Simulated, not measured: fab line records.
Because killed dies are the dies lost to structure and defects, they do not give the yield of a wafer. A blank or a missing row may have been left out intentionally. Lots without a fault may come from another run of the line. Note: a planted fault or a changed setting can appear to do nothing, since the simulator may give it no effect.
Matching of chambers | flow rit-cmos | pecvd-04 running RIT_CONTACT_CVD_00: 3 sister chambers
The step deposits SiO2 from TEOS, target thk 400 nm, time 61 s. 14 wafers are shown with their chamber, then 7 later ones without.

## WAFERS, EACH WITH ITS CHAMBER
wafer  | chamber | heater-power-w (W)
L377.3 | 1       | 292
L377.5 | 2       | 394
L377.6 | 0       | 307
L380.1 | 0       | 252
L380.2 | 2       | 364
L380.3 | 1       | 280
L385.1 | 1       | 339
L385.2 | 2       | 391
L385.4 | 0       | 297
L387.1 | 1       | 338
L387.2 | 0       | 286
L387.5 | 2       | 377
L390.1 | 1       | 332
L390.3 | 0       | 269

SIGNATURES (means of the wafers above)
reading        | chamber 0 | chamber 1 | chamber 2 | scatter within a chamber
heater-power-w | 282.20    | 316.20    | 381.50    | 22.7
Rule: a wafer lies at a distance from a chamber equal to the root of the sum of squares, over the readings, of (its reading less the chamber's mean, divided by the reading's scatter). The wafer belongs to the nearest chamber; if the next one is less than 2 further off, it can't be placed. The scatter is the square root of a quotient: the sum, over the shown wafers, of each reading's squared deviation from its chamber's mean, divided by wafers minus chambers.

## WAFERS WITHOUT THEIR CHAMBER
wafer  | heater-power-w (W)
L390.5 | 338
L393.2 | 339
L393.3 | 383
L393.6 | 321
L396.1 | 346
L396.2 | 323
L396.5 | 260

## WHICH CHAMBER EACH WENT THROUGH
wafer  | from the rows above          | in truth
L390.5 | can't be placed: 1 or 2 or 0 | 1
L393.2 | can't be placed: 1 or 2 or 0 | 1
L393.3 | 2                            | 2
L393.6 | can't be placed: 1 or 0      | 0
L396.1 | can't be placed: 1 or 2 or 0 | 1
L396.2 | can't be placed: 1 or 0      | 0
L396.5 | can't be placed: 0 or 1      | 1
1 of 7 placed correctly. Not placeable from these rows: 6 (in 6, the candidates include the true chamber). Number placed wrongly: 0.
